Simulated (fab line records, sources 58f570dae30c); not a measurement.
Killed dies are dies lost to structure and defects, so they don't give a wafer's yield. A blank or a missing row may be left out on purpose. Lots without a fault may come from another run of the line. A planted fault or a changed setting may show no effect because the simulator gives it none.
Tool commonality check | flow berkeley_cmos170 | 14 lots, 42 wafers sampled

WHY IT WAS OPENED
At UCB170_M1_RS_MEAS_01 the reading M1_AL_RS is flagged on 2 of 14 lots. Wafers without a fault read 0.0485 ohm/sq, standard deviation 0.00044.
Rule: a lot is flagged when every wafer of it that has a number lies more than 4 standard deviations from that mean, or none has a number. The other lots count as sound.

lot  | measured     | on            | M1_AL_RS (ohm/sq), wafer by wafer | flag
L593 | day 6 13:05  | film_metro-04 | 0.0481 0.0481 0.0481              |
L594 | day 7 02:07  | film_metro-03 | 0.0484 0.0489 0.0487              |
L599 | day 7 16:32  | film_metro-02 | 0.0481 0.0480 0.0481              |
L596 | day 7 16:42  | film_metro-03 | 0.0492 0.0493 0.0490              |
L595 | day 7 16:44  | film_metro-02 | 0.0487 0.0486 0.0488              |
L598 | day 7 16:53  | film_metro-03 | 0.0485 0.0485 0.0485              |
L597 | day 7 17:04  | film_metro-04 | 0.0482 0.0478 0.0481              |
L601 | day 7 22:34  | film_metro-04 | 0.0482 0.0481 0.0485              |
L603 | day 8 15:05  | film_metro-02 | 0.0548 0.0551 0.0548              | FLAGGED
L604 | day 8 22:31  | film_metro-04 | 0.0558 0.0557 0.0558              | FLAGGED
L606 | day 9 17:25  | film_metro-04 | 0.0490 0.0491 0.0488              |
L611 | day 10 17:58 | film_metro-03 | 0.0483 0.0486 0.0489              |
L614 | day 11 03:25 | film_metro-02 | 0.0481 0.0480 0.0481              |
L616 | day 11 11:36 | film_metro-02 | 0.0482 0.0482 0.0483              |
The numbers of the flagged lots are 0.0553 ohm/sq on average: +0.0068 ohm/sq against the usual, or +16 standard deviations.

WHICH TOOL RAN EACH LOT
The record holds 1 process step before the reading, out of a route of 331 steps. In each cell: the tool, then ch and the chambers that the sampled wafers went through, then the start.
lot  | flag    | UCB170_M1_SPUTTER_00
L593 |         | pvd_sputter-01, day 6 13:01
L594 |         | pvd_sputter-01, day 7 02:03
L599 |         | pvd_sputter-01, day 7 16:27
L596 |         | pvd_sputter-02, day 7 16:36
L595 |         | pvd_sputter-03, day 7 16:38
L598 |         | pvd_sputter-01, day 7 16:49
L597 |         | pvd_sputter-02, day 7 16:59
L601 |         | pvd_sputter-02, day 7 22:29
L603 | FLAGGED | pvd_sputter-01, day 8 15:01
L604 | FLAGGED | pvd_sputter-01, day 8 22:26
L606 |         | pvd_sputter-02, day 9 17:21
L611 |         | pvd_sputter-03, day 10 17:52
L614 |         | pvd_sputter-03, day 11 03:20
L616 |         | pvd_sputter-02, day 11 11:32
What these steps do:
- UCB170_M1_SPUTTER_00: material Al, target thk 600 nm, time 80 s.
- UCB170_M1_RS_MEAS_01: measures by four-point-probe.

FLAGGED OVER TOTAL, TOOL BY TOOL (the gauges that took the reading come last)
step                 | tool           | lots run | flagged | share of the flagged lots | sound lots run after its first flagged lot
UCB170_M1_SPUTTER_00 | pvd_sputter-01 | 6        | 2       | all                       | 0
UCB170_M1_SPUTTER_00 | pvd_sputter-02 | 5        | 0       | none                      | -
UCB170_M1_SPUTTER_00 | pvd_sputter-03 | 3        | 0       | none                      | -
UCB170_M1_RS_MEAS_01 | film_metro-02  | 5        | 1       | some                      | 2 (L614,L616)
UCB170_M1_RS_MEAS_01 | film_metro-03  | 4        | 0       | none                      | -
UCB170_M1_RS_MEAS_01 | film_metro-04  | 5        | 1       | some                      | 1 (L606)

WHAT THE TABLE ALLOWS
1 row of the table ran every flagged lot: pvd_sputter-01 at UCB170_M1_SPUTTER_00.
- pvd_sputter-01 at UCB170_M1_SPUTTER_00: 2 of its 6 lots flagged. Its last sound lot is L598 (day 7 16:49), its first flagged lot L603 (day 8 15:01): a fault that began between those two fits.
One tool is left: pvd_sputter-01 at UCB170_M1_SPUTTER_00.

WHAT THE SIMULATOR HAD PUT IN
Process parameter drift: pvd_sputter-01, from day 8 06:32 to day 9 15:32, at UCB170_M1_SPUTTER_00. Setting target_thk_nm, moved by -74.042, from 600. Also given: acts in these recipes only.
Lots struck among those shown: L603, L604. The rule above found the same.
